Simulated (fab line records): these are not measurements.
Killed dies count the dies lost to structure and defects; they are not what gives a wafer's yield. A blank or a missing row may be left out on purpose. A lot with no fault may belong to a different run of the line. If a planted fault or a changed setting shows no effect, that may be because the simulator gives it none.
fab line records | flow berkeleyCmos170
record lots=7 wafers=21 lastDay=12
route steps=331 shown M3@309
lots with no fault: from the same line, run without faults
startH: hours from the record's opening day to when the first of the lot's shown wafers began | waitH: hours since the lot's step before | " as in the row above | L1.1+2: a single row standing in for several wafers | - either no value or no given start | * or withheld: withheld | < > ~ a bound
route shown NAME@n: NAME is a module with steps in the file, n the number in the route of the first one | usual: mean and standard deviation over wafers with no fault | same: alike in all rows | chamber/n: place in a boat | sites: the reading at each site | _std_site: the standard deviation of these | _edge_site: mean of outer sites minus mean of inner sites | radiusMm: for every site, how far away it sits from the centre of the wafer | mask NAME#n: copy n | behind: tool/chamber where the wafer was last shaped | hold: the reason the lot was held/the length of the hold in hours/how it ended | device: the n, p or np transistor that did not switch | end of line: tests of these same wafers at the route's end | for a step that has no rows: nothing shown but its recipe | killed: at the first sort, the dies lost to defects and structure; wafer yield is something else | map: the dies of a wafer, with x for killed, . for not killed, _ for no die there
set.NAME: the setting that was run; set.NAME@STEP: the one run at that earlier step | model.NAME: the simulator's own value behind a step, which no gauge read
lots seen at some steps along the route; tables by step, rows by wafer
services: from which hour (startH, from the record's first day; less than 0 if before it) a tool's chamber was out of use, for how many hours, and why
## steps
# step UCB170_M3_PRE_CLEAN_00
# recipe gas=Ar precleanEtchTimeS=60
# step UCB170_M3_SPUTTER_01
# recipe material=Al targetThkNm=900 timeS=120 powerW=6000 chamberPressurePa=0.5
# usual chamberPressurePa=0.5000/0.001 throttleValvePct=30.2/0.67
# same timeS=120
# columns lot.wafer tool chamber startH waitH chamberPressurePa throttleValvePct
L254.1 pvdSputter-02 - 166.04 0.0 0.4996 31.2
L254.4 " - " " 0.5004 30.1
L254.6 " - " " 0.5000 31.2
L257.1 pvdSputter-01 - 182.06 0.0 0.5003 31.2
L257.4 " - " " 0.4987 29.9
L257.5 " - " " 0.5004 30.3
L259.1 pvdSputter-02 - 182.30 0.0 0.4988 31.2
L259.3 " - " " 0.5014 30.4
L259.6 " - " " 0.5010 31.1
L260.1 pvdSputter-02 - 195.68 0.0 0.5005 29.9
L260.2 " - " " 0.5014 30.3
L260.5 " - " " 0.4993 30.1
L267.2 pvdSputter-04 - 226.34 0.0 0.5021 29.7
L267.4 " - " " 0.5019 30.5
L267.6 " - " " 0.4993 29.9
L268.1 pvdSputter-01 - 246.05 0.0 0.5003 29.9
L268.4 " - " " 0.5009 30.5
L268.5 " - " " 0.4989 29.1
L274.1 pvdSputter-02 - 274.41 0.0 0.4996 30.1
L274.2 " - " " 0.5016 31.1
L274.3 " - " " 0.5006 30.1
# step UCB170_M3_RS_MEAS_02
# recipe thkMeasGauge=four-point-probe reads=Al_of_M3_SPUTTER_01
# usual M3_AL_RS=0.0322/0.00036
# columns lot.wafer tool chamber startH waitH M3_AL_RS[ohm/sq]
L254.1 filmMetro-02 - 166.12 0.0 0.0330
L254.4 " - " " 0.0331
L254.6 " - " " 0.0330
L257.1 filmMetro-02 - 182.14 0.0 0.0325
L257.4 " - " " 0.0321
L257.5 " - " " 0.0321
L259.1 filmMetro-02 - 182.38 0.0 0.0322
L259.3 " - " " 0.0316
L259.6 " - " " 0.0320
L260.1 filmMetro-03 - 195.76 0.0 0.0324
L260.2 " - " " 0.0318
L260.5 " - " " 0.0318
L267.2 filmMetro-04 - 226.44 0.1 0.0323
L267.4 " - " " 0.0325
L267.6 " - " " 0.0322
L268.1 filmMetro-02 - 246.13 0.0 0.0317
L268.4 " - " " 0.0321
L268.5 " - " " 0.0319
L274.1 filmMetro-04 - 274.49 0.0 0.0326
L274.2 " - " " 0.0328
L274.3 " - " " 0.0325
# step UCB170_M3_THK_MEAS_03
# recipe thkMeasGauge=xrf reads=Al_of_M3_SPUTTER_01
# usual M3_AL_THK=888/11
# columns lot.wafer tool chamber startH waitH M3_AL_THK[nm]
L254.1 filmMetro-02 - 166.24 0.1 860
L254.4 " - " " 859
L254.6 " - " " 854
L257.1 filmMetro-02 - 182.26 0.1 877
L257.4 " - " " 884
L257.5 " - " " 885
L259.1 filmMetro-02 - 182.50 0.1 880
L259.3 " - " " 896
L259.6 " - " " 885
L260.1 filmMetro-03 - 195.88 0.1 875
L260.2 " - " " 899
L260.5 " - " " 899
L267.2 filmMetro-04 - 226.55 0.1 886
L267.4 " - " " 886
L267.6 " - " " 887
L268.1 filmMetro-02 - 246.25 0.1 903
L268.4 " - " " 888
L268.5 " - " " 896
L274.1 filmMetro-04 - 274.61 0.1 879
L274.2 " - " " 866
L274.3 " - " " 880
# step UCB170_M3_HMDS_04
# recipe primeTimeS=60 primeTempC=100
# step UCB170_M3_COAT_05
# recipe resist=KrF spinRpm=1500 resistThkNm=900
# step UCB170_M3_SOFTBAKE_06
# recipe resist=KrF tempC=130 timeS=60
# step UCB170_M3_STRIP_07
# recipe chemistry=O2 powerW=400 pressureMtorr=3500 platenTempC=withheld o2FlowSccm=400 overashFraction=0.5
# usual drypumpMotorCurrentA=5.6/0.4 oesProductAu=0.734/0.0041 stripTimeToEndpointS=22.00/0.072
# columns lot.wafer tool chamber startH waitH drypumpMotorCurrentA oesProductAu rfHoursCounterH stripTimeToEndpointS
L254.1 plasmaAsher-01 1 167.04 0.1 6.1 0.734 51 22.02
L254.4 " 1 " " 6.1 0.735 - 22.09
L254.6 " 0 " " 6.1 0.731 - 22.00
L257.1 plasmaAsher-01 1 182.77 0.1 6.1 0.742 53 22.09
L257.4 " 0 " " 6.1 0.739 - 22.02
L257.5 " 1 " " 6.1 0.733 - 22.08
L259.1 plasmaAsher-04 0 183.01 0.1 5.6 0.731 42 21.92
L259.3 " 1 " " 5.3 0.733 - 21.93
L259.6 " 0 " " 5.6 0.741 - 21.98
L260.1 plasmaAsher-02 0 196.40 0.1 5.1 0.735 40 22.07
L260.2 " 1 " " 5.3 0.741 40 22.11
L260.5 " 1 " " 5.3 0.735 - 22.09
L267.2 plasmaAsher-01 1 227.05 0.1 6.1 0.729 57 21.88
L267.4 " 0 " " 6.0 0.735 - 21.84
L267.6 " 0 " " 6.1 0.725 - 21.88
L268.1 plasmaAsher-01 0 247.46 0.1 6.1 0.738 59 22.04
L268.4 " 1 " " 6.1 0.733 - 22.03
L268.5 " 1 " " 6.1 0.733 - 22.02
L274.1 plasmaAsher-04 1 275.12 0.1 5.3 0.729 53 21.95
L274.2 " 0 " " 5.6 0.731 53 22.04
L274.3 " 1 " " 5.3 0.737 - 22.02
# step UCB170_M3_STRIP_08
# recipe chemistry=DMSO tempC=80 timeS=600 material=KrF
# step UCB170_M3_COAT_09
# recipe resist=BARC tempC=withheld timeS=withheld spinRpm=3000 resistThkNm=withheld
# step UCB170_M3_COAT_10
# recipe resist=KrF spinRpm=1500 resistThkNm=900
# step UCB170_M3_SOFTBAKE_11
# recipe resist=KrF tempC=130 timeS=60
# step UCB170_M3_EXPOSE_12
# recipe maskId=METAL3 targetCdNm=700 na=0.5 sigmaOuter=0.6 sourceShape=conventional doseMj=26
# usual exposureDoseMJCm2=25.980/0.024 focusOffsetNm=0.0/0.56 stageVelMmS=499.98/0.25
# columns lot.wafer tool chamber startH waitH mask exposureDoseMJCm2 focusOffsetNm stageVelMmS
L254.1 krfScanner-01 0 168.34 - METAL3#0 26.016 1.1 499.91
L254.4 " 0 " " METAL3#0 26.008 1.8 500.04
L254.6 " 0 " " METAL3#0 26.038 0.6 499.93
L257.1 krfScanner-02 - 183.64 - METAL3#0 - - -
L257.4 " - " " METAL3#0 - - -
L257.5 " - " " METAL3#0 - - -
L259.1 krfScanner-02 - 183.75 - METAL3#0 - - -
L259.3 " - " " METAL3#0 - - -
L259.6 " - " " METAL3#0 - - -
L260.1 krfScanner-02 - 197.12 - METAL3#0 - - -
L260.2 " - " " METAL3#0 - - -
L260.5 " - " " METAL3#0 - - -
L267.2 krfScanner-02 0 227.85 - METAL3#0 25.971 0.1 500.34
L267.4 " 0 " " METAL3#0 25.953 0.8 499.53
L267.6 " 0 " " METAL3#0 25.924 0.6 500.22
L268.1 krfScanner-01 0 248.55 - METAL3#0 25.999 -0.8 499.81
L268.4 " 0 " " METAL3#0 26.004 0.6 499.59
L268.5 " 0 " " METAL3#0 25.992 0.1 499.48
L274.1 krfScanner-02 0 276.88 - METAL3#0 25.962 0.3 499.82
L274.2 " 0 " " METAL3#0 25.966 0.2 499.80
L274.3 " 0 " " METAL3#0 25.953 0.5 499.81
# step UCB170_M3_PEB_13
# recipe pebTempC=130 pebTimeS=withheld resist=KrF
## services
# columns tool chamber startH hours kind
pvdSputter-01 - 182.34 2.0 repair
krfScanner-01 - 183.70 0.2 repair
krfScanner-01 - 184.66 1.0 pm
krfScanner-02 - 187.86 0.2 repair
krfScanner-01 - 196.14 7.7 repair
plasmaAsher-02 - 202.30 3.2 repair
krfScanner-02 - 203.86 3.6 pm
pvdSputter-02 - 207.21 1.4 repair
krfScanner-02 - 207.42 1.3 pm
krfScanner-02 - 218.43 0.5 repair
pvdSputter-04 - 229.50 3.9 repair
krfScanner-01 - 232.50 0.6 repair
pvdSputter-01 - 240.96 4.5 repair
krfScanner-01 - 244.56 1.9 repair
plasmaAsher-01 - 249.16 1.2 repair
krfScanner-01 - 253.25 0.8 pm
krfScanner-02 - 254.00 1.0 pm
plasmaAsher-01 - 258.21 0.9 repair
krfScanner-01 0 260.42 - calibration
krfScanner-01 - 261.60 0.4 repair
krfScanner-01 - 262.62 1.3 pm
krfScanner-02 - 273.51 0.8 pm
krfScanner-01 - 274.23 2.6 repair
pvdSputter-01 - 276.53 1.1 repair
## key
firstSign step=UCB170_M3_EXPOSE_12 reading=toolRecord direction=missing
effect none on later readings
metAt UCB170_M3_EXPOSE_12
struckWafers L257.1,L257.4,L257.5,L259.1,L259.3,L259.6,L260.1,L260.2,L260.5
laterRowsLeftOut L257.1,L257.4,L257.5,L259.1,L259.3,L259.6,L260.1,L260.2,L260.5
sortLeftOut L257.1,L257.4,L257.5,L259.1,L259.3,L259.6,L260.1,L260.2,L260.5
fault kind=skippedStepWhole tool=krfScanner-02 chamber=- onsetH=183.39 steps=UCB170_M3_EXPOSE_12 scope=struckLotsOnly
# sortLeftOut: the simulated sort isn't trusted on such a fault, so these wafers' sort isn't shown, and their yield isn't known
# laterRowsLeftOut: the simulator's readings of these wafers behind a module that went badly wrong aren't trusted and aren't shown, but for the sort
